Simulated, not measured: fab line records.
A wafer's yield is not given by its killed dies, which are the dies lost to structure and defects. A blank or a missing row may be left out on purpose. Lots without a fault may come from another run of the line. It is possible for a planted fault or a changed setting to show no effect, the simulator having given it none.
Problem report in the 8D (eight disciplines) form, filled by code -- flow berkeley cmos170 -- the parts of the form that need people (team, actions taken, sign-off) are left out

== 1. PROBLEM STATEMENT ==
Mean of heater power total W at UCB170_CONTACT_SOFTBAKE_05: 55.09 W across 6 wafers in 2 lots; on wafers with no fault it is 56.81 W (standard deviation 0.047). Measured from the usual mean, that is -37 standard deviations.
The step: time 60 s.
Earliest sighting: wafer L876.1 on litho track-02 at day 9 19:20. The record holds 42 wafers of 14 lots with a number at this step. By rule, "out" or "out of limits" means more than 4 standard deviations away from the usual mean. All remaining wafers that have a number are taken as sound.

== 2. WHAT IT IS AND WHAT IT IS NOT ==
question,is,is not
which readings at this step,"heater power total W, plate temp C",chill plate temp C
which lots,"L876, L877","L866, L867, L868, L870, L872, L874, L879, L880, L882, L884, L886, L887"
which wafers of those lots,all that have a number,-
read on which tools,litho track-02,"litho track-01, litho track-04"
when,from day 9 19:20,"up to then (18 sound wafers); but 18 sound wafers of L879, L880, L882, L884, L886, L887 came after"

== 3. SUSPECTS, AND WHAT RULES EACH OUT ==
Counting: any tool at a process step up to the reading is kept as a suspect provided that every lot that is out went through it and no sound lot did after the first of them.
- litho track-02 at UCB170_CONTACT_SOFTBAKE_05 (time 60 s): kept. All lots that are out passed through it, beginning with L876 at day 9 19:20, and no sound lot followed; its final sound lot before that point was L874 at day 9 00:56. Its own readings are out on those wafers: heater power total W, plate temp C.
After counting, what remains is litho track-02 at UCB170_CONTACT_SOFTBAKE_05.

== 4. THE CAUSE (what the simulator had put in) ==
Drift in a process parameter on litho track-02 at UCB170_CONTACT_SOFTBAKE_05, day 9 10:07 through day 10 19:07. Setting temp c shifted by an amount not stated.
Counting left only this tool.

== 5. SEQUENCE OF EFFECTS, ordered by route ==
Rows list readings where the struck wafers' mean (over those with a number) sits beyond 3 standard deviations from the usual. Only readings for which the record gives a usual standard deviation are gone through. hours: the time from each lot's start at the first step in this table that gives one to its start at this step, as a median over the lots. sigmas: the change in usual standard deviations.
hours,step,reading,usual,on struck wafers,change,sigmas
0,UCB170_CONTACT_SOFTBAKE_05,heater power total W,56.81 W,55.09,-1.72,-37
0,UCB170_CONTACT_SOFTBAKE_05,plate temp C,129.98 C,126.87,-3.11,-22
It contains these process steps:
- UCB170_CONTACT_SOFTBAKE_05: time 60 s.

== 6. HOW IT WOULD HAVE BEEN CAUGHT EARLIER ==
9 hours passed between the start of the fault at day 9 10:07 and the first reading out of limits in this record, taken at day 9 19:20.
